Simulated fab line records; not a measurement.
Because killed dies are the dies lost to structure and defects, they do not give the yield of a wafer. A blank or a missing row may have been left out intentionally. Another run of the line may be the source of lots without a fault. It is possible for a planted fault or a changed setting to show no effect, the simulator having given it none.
Tool commonality check | flow berkeleyCmos170 | 42 wafers sampled across 14 lots

WHY THIS WAS OPENED
UCB170_V2_THK_MEAS_04, reading V2_POLISHED_THK: flagged on 2 of 14 lots. Fault-free wafers read 1000.6 nm, with a standard deviation of 1.2.
Rule: flag the lot when none of its wafers has a number, or when each of its wafers that has one lies beyond 4 standard deviations from that mean. The other lots count as sound.

lot  | measured     | on           | V2_POLISHED_THK (nm), wafer by wafer | flag
L966 | day 8 02:29  | filmMetro-01 | 1002.6 1000.2 1001.4                 | 
L967 | day 8 03:11  | filmMetro-02 | 998.9 1001.2 999.2                   | 
L965 | day 8 06:37  | filmMetro-01 | 1000.1 999.8 999.3                   | 
L969 | day 8 06:55  | filmMetro-03 | 1000.9 1000.3 998.9                  | 
L968 | day 8 07:12  | filmMetro-01 | 1001.5 1000.2 1000.6                 | 
L971 | day 8 16:35  | filmMetro-02 | 1000.1 998.7 1001.0                  | 
L970 | day 8 16:40  | filmMetro-01 | 1000.8 999.2 997.8                   | 
L972 | day 8 21:13  | filmMetro-02 | 1000.2 1001.2 999.2                  | 
L973 | day 9 14:32  | filmMetro-03 | 1347.7 1355.8 1367.9                 | FLAGGED
L974 | day 9 20:03  | filmMetro-01 | 1337.9 1346.5 1348.4                 | FLAGGED
L979 | day 10 21:59 | filmMetro-01 | 1000.1 1002.1 1002.6                 | 
L983 | day 11 20:16 | filmMetro-01 | 1001.9 1000.3 1000.5                 | 
L986 | day 11 20:40 | filmMetro-03 | 1001.4 1001.9 1001.3                 | 
L987 | day 11 20:57 | filmMetro-03 | 1002.3 1000.7 1002.2                 | 
The numbers of the flagged lots are 1350.7 nm on average: +350.1 nm against the usual, or +99 or more standard deviations.

WHICH TOOL RAN EACH LOT
The record holds 1 process step before the reading, out of a route of 331 steps. Cell contents, in order: the tool; ch with the chambers the sampled wafers went through; the start.
lot  | flag    | UCB170_V2_CMP_02
L966 |         | cmp-02 ch 0,2, day 8 02:07
L967 |         | cmp-01 ch 0,2, day 8 02:46
L965 |         | cmp-02 ch 0,1,3, day 8 06:17
L969 |         | cmp-01 ch 0,1,3, day 8 06:31
L968 |         | cmp-02 ch 1,2,3, day 8 06:55
L971 |         | cmp-02 ch 1,2,3, day 8 16:11
L970 |         | cmp-01 ch 2,3, day 8 16:14
L972 |         | cmp-02 ch 0,1,2, day 8 20:48
L973 | FLAGGED | cmp-02 ch 0,2,3, day 9 14:16
L974 | FLAGGED | cmp-02 ch 1,2, day 9 19:40
L979 |         | cmp-01 ch 1,2, day 10 21:34
L983 |         | cmp-01 ch 0,2,3, day 11 19:53
L986 |         | cmp-01 ch 1,3, day 11 20:14
L987 |         | cmp-01 ch 0,1,2, day 11 20:32
What is done by these steps:
- UCB170_V2_CMP_02: polishes SiO2.
- UCB170_V2_THK_MEAS_04

FLAGGED AGAINST TOTAL, ONE TOOL AT A TIME (gauges that did the reading follow at the end)
step                  | tool         | lots run | flagged | share of the flagged lots | sound lots run after its first flagged lot
UCB170_V2_CMP_02      | cmp-01       | 7        | 0       | none                      | -
UCB170_V2_CMP_02      | cmp-02       | 7        | 2       | all                       | 0
UCB170_V2_THK_MEAS_04 | filmMetro-01 | 7        | 1       | some                      | 2 (L979,L983)
UCB170_V2_THK_MEAS_04 | filmMetro-02 | 3        | 0       | none                      | -
UCB170_V2_THK_MEAS_04 | filmMetro-03 | 4        | 1       | some                      | 2 (L986,L987)

WHAT THE TABLE ALLOWS
1 row of the table ran every flagged lot: cmp-02 at UCB170_V2_CMP_02.
- cmp-02 at UCB170_V2_CMP_02: 2 of its 7 lots flagged. Last sound lot L972 at day 8 20:48, first flagged lot L973 at day 9 14:16; a fault beginning in between fits.
Just one tool remains: cmp-02 at UCB170_V2_CMP_02.

WHAT WAS PUT IN BY THE SIMULATOR
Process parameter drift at UCB170_V2_CMP_02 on cmp-02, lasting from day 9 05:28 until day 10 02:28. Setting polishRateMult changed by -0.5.
Struck lots among those shown: L973, L974. Same finding as the rule above.
